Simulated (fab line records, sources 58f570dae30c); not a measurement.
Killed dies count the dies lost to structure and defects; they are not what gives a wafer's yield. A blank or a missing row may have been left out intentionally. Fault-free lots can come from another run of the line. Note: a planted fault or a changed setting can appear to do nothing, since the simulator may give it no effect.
Which of the tools did it? :: flow berkeley cmos170 :: 42 wafers from 14 lots sampled at 2 of the route's 331 steps

WHAT THE GAUGES SHOWED, per wafer
UCB170_WELLDRIVE_THK_MEAS_02. Usual: WELLDRIVE_OXIDE_THK 199 nm, standard deviation 3.9.
lot: L716
measured: day 4 00:11
on: film metro-03
WELLDRIVE_OXIDE_THK (nm): 202 203 203
flag: 

lot: L717
measured: day 4 00:11
on: film metro-01
WELLDRIVE_OXIDE_THK (nm): 194 197 195
flag: 

lot: L719
measured: day 4 12:43
on: film metro-03
WELLDRIVE_OXIDE_THK (nm): 194 190 196
flag: 

lot: L718
measured: day 4 16:39
on: film metro-01
WELLDRIVE_OXIDE_THK (nm): 195 197 198
flag: 

lot: L720
measured: day 5 03:12
on: film metro-01
WELLDRIVE_OXIDE_THK (nm): 197 202 202
flag: 

lot: L721
measured: day 5 03:11
on: film metro-03
WELLDRIVE_OXIDE_THK (nm): 202 203 202
flag: 

lot: L723
measured: day 5 12:43
on: film metro-03
WELLDRIVE_OXIDE_THK (nm): 198 198 199
flag: 

lot: L726
measured: day 6 08:11
on: film metro-01
WELLDRIVE_OXIDE_THK (nm): 142 141 143
flag: OFF

lot: L727
measured: day 6 08:12
on: film metro-04
WELLDRIVE_OXIDE_THK (nm): 150 149 150
flag: OFF

lot: L733
measured: day 8 00:05
on: film metro-01
WELLDRIVE_OXIDE_THK (nm): 204 198 202
flag: 

lot: L734
measured: day 8 00:05
on: film metro-03
WELLDRIVE_OXIDE_THK (nm): 202 201 204
flag: 

lot: L735
measured: day 8 15:11
on: film metro-01
WELLDRIVE_OXIDE_THK (nm): 193 193 192
flag: 

lot: L736
measured: day 8 15:17
on: film metro-01
WELLDRIVE_OXIDE_THK (nm): 198 196 200
flag: 

lot: L737
measured: day 8 15:11
on: film metro-04
WELLDRIVE_OXIDE_THK (nm): 201 202 199
flag: 

EACH LOT AND THE TOOL THAT RAN IT (in order: tool; ch and the chambers of the sampled wafers; start)
lot: L716
UCB170_WELLDRIVE_OXIDATION_01: furnace-02 ch 0, day 3 20:41

lot: L717
UCB170_WELLDRIVE_OXIDATION_01: furnace-02 ch 0, day 3 20:41

lot: L719
UCB170_WELLDRIVE_OXIDATION_01: furnace-01 ch 0, day 4 09:13

lot: L718
UCB170_WELLDRIVE_OXIDATION_01: furnace-02 ch 0, day 4 13:08

lot: L720
UCB170_WELLDRIVE_OXIDATION_01: furnace-02 ch 0, day 4 23:38

lot: L721
UCB170_WELLDRIVE_OXIDATION_01: furnace-02 ch 0, day 4 23:38

lot: L723
UCB170_WELLDRIVE_OXIDATION_01: furnace-04 ch 0, day 5 09:12

lot: L726
UCB170_WELLDRIVE_OXIDATION_01: furnace-02 ch 0, day 6 04:41

lot: L727
UCB170_WELLDRIVE_OXIDATION_01: furnace-02 ch 0, day 6 04:41

lot: L733
UCB170_WELLDRIVE_OXIDATION_01: furnace-01 ch 0, day 7 20:35

lot: L734
UCB170_WELLDRIVE_OXIDATION_01: furnace-01 ch 0, day 7 20:35

lot: L735
UCB170_WELLDRIVE_OXIDATION_01: furnace-01 ch 0, day 8 11:41

lot: L736
UCB170_WELLDRIVE_OXIDATION_01: furnace-01 ch 0, day 8 11:41

lot: L737
UCB170_WELLDRIVE_OXIDATION_01: furnace-01 ch 0, day 8 11:41
- UCB170_WELLDRIVE_OXIDATION_01: target thk 199 nm, ox time 9000 s.

AS READ BY THE TOOLS THEMSELVES (means over the sampled wafers that have a number; for cases with no such wafer, the mark the record gives instead)
UCB170_WELLDRIVE_OXIDATION_01. Usual: 1100.0 C for tube center temp C, sd 0.11.
lot: L716
tool: furnace-02
tube center temp C (C): 1099.9
flag: 

lot: L717
tool: furnace-02
tube center temp C (C): 1100.1
flag: 

lot: L719
tool: furnace-01
tube center temp C (C): 1100.0
flag: 

lot: L718
tool: furnace-02
tube center temp C (C): 1099.9
flag: 

lot: L720
tool: furnace-02
tube center temp C (C): 1099.9
flag: 

lot: L721
tool: furnace-02
tube center temp C (C): 1100.0
flag: 

lot: L723
tool: furnace-04
tube center temp C (C): 1100.0
flag: 

lot: L726
tool: furnace-02
tube center temp C (C): 1100.1
flag: 

lot: L727
tool: furnace-02
tube center temp C (C): 1100.1
flag: 

lot: L733
tool: furnace-01
tube center temp C (C): 1100.0
flag: 

lot: L734
tool: furnace-01
tube center temp C (C): 1100.0
flag: 

lot: L735
tool: furnace-01
tube center temp C (C): 1100.1
flag: 

lot: L736
tool: furnace-01
tube center temp C (C): 1100.0
flag: 

lot: L737
tool: furnace-01
tube center temp C (C): 1100.1
flag: 

THE ANSWER, worked out from the rows above alone
Rule: a lot counts as off when the mean over its wafers that have a number is more than 3 standard deviations away from the usual mean. Also off: a lot with no number at a reading for which 4 or more lots have one. All remaining lots with rows at the step are treated as sound. First the gauges in route order, then the tools' own readings, where a lot's mean is used as printed above. At the first step where some lot is off, the reading lying furthest off is the one used; lots without a number count as furthest.
Off: L726, L727, at UCB170_WELLDRIVE_THK_MEAS_02 (WELLDRIVE_OXIDE_THK).
If a tool, at a process step before that reading, ran all the lots that are off and no sound lot after the first of them, it fits. The gauges at UCB170_WELLDRIVE_THK_MEAS_02 are tried like those tools. One fits: furnace-02 at UCB170_WELLDRIVE_OXIDATION_01. A fault onset in the window from L720 (day 4 23:38, its last sound lot) to L726 (day 6 04:41, its first lot off) fits.

WHAT HAD BEEN PUT IN BY THE SIMULATOR
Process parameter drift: furnace-02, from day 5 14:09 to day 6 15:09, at UCB170_WELLDRIVE_OXIDATION_01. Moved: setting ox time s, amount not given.
Struck lots among those shown: L726, L727. This agrees with what the rule above found.
